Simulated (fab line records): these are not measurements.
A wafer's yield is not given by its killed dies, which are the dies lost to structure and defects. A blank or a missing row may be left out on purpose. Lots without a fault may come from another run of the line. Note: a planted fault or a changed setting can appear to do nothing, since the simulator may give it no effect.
Problem report, 8D (eight disciplines) form, completed by code | flow rit-cmos | the parts of the form that need people (team, actions taken, sign-off) are left out

## 1. THE ISSUE
Across 6 wafers from 2 lots, PSD_RS at RIT_SDANNEAL_RS_MEAS_04 averages 118.84 ohm/sq, while fault-free wafers read 117.00 ohm/sq with a standard deviation of 0.29. That puts it +6.3 standard deviations away from the usual mean.
The step: measures by four-point-probe.
Seen first at day 7 11:19 on film-metro-03, wafer L570.1. The record has a number at this step for 42 wafers belonging to 14 lots. By rule, "out" or "out of limits" means more than 4 standard deviations away from the usual mean. The rest of the wafers with a number are treated as sound.

## 2. WHAT IT IS, AND WHAT IT ISN'T
question                    | is                           | is not
which readings at this step | PSD_RS                       | -
which lots                  | L570, L571                   | L552, L553, L554, L556, L557, L559, L560, L561, L562, L563, L566, L572
which wafers of those lots  | all that have a number       | -
read on which gauges        | film-metro-01, film-metro-03 | film-metro-02
when                        | from day 7 11:19             | up to then (33 sound wafers); but 3 sound wafers of L572 came after

## 3. WHAT RULES OUT EACH SUSPECT
Counting: a tool stays on the suspect list if, at a process step up to the reading, it processed all lots that are out and no sound lot following the first of them.
- ruled out: the gauge at RIT_SDANNEAL_RS_MEAS_04. Those wafers that are out were read across 2 gauges (film-metro-01, film-metro-03).
- implanter-04 at RIT_PSD_IMPLANT_08: kept. It processed each lot that is out, first L570 at day 7 10:28, and no sound lot thereafter; up to then, the last sound lot it processed was L566 at day 6 13:39. Out on those wafers are its own readings of dose-ions-cm2.
After counting, what remains is implanter-04 at RIT_PSD_IMPLANT_08.

## 4. THE CAUSE (what the simulator had put in)
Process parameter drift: implanter-04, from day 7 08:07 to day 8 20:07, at RIT_PSD_IMPLANT_08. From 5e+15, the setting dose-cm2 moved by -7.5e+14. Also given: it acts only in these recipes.
This tool alone remained once counting was done.

## 5. THE CHAIN OF EFFECTS, in route order
One row per reading whose mean, taken over the struck wafers that have a number, lies over 3 standard deviations from the usual. Only readings whose record carries a usual standard deviation are examined. hours: median over the lots of the time between each lot's start at the first step of this table that gives one and its start at this step. sigmas: the change, counted in usual standard deviations.
hours | step                    | reading       | usual         | on struck wafers | change | sigmas
0     | RIT_PSD_IMPLANT_08      | dose-ions-cm2 | 5e+15         | 4e+15            | -8e+14 | -99 or more
1     | RIT_SDANNEAL_RS_MEAS_04 | PSD_RS        | 117.00 ohm/sq | 118.84           | +1.84  | +6.3
Process steps it contains:
- RIT_PSD_IMPLANT_08

## 6. HOW IT WOULD HAVE BEEN CAUGHT EARLIER
In this record the first reading out of limits at a measuring or inspecting step was taken at day 7 11:19, 3 hours after the fault began at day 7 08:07.
Tool's own readings at RIT_PSD_IMPLANT_08, dose-ions-cm2: out on all struck wafers the step has rows for; an alarm limit on them would have tripped on the first.
Of the lots that are out (2), L571 began RIT_PSD_IMPLANT_08 on implanter-04 after day 7 11:19. A hold on the tool at that time would have spared it.
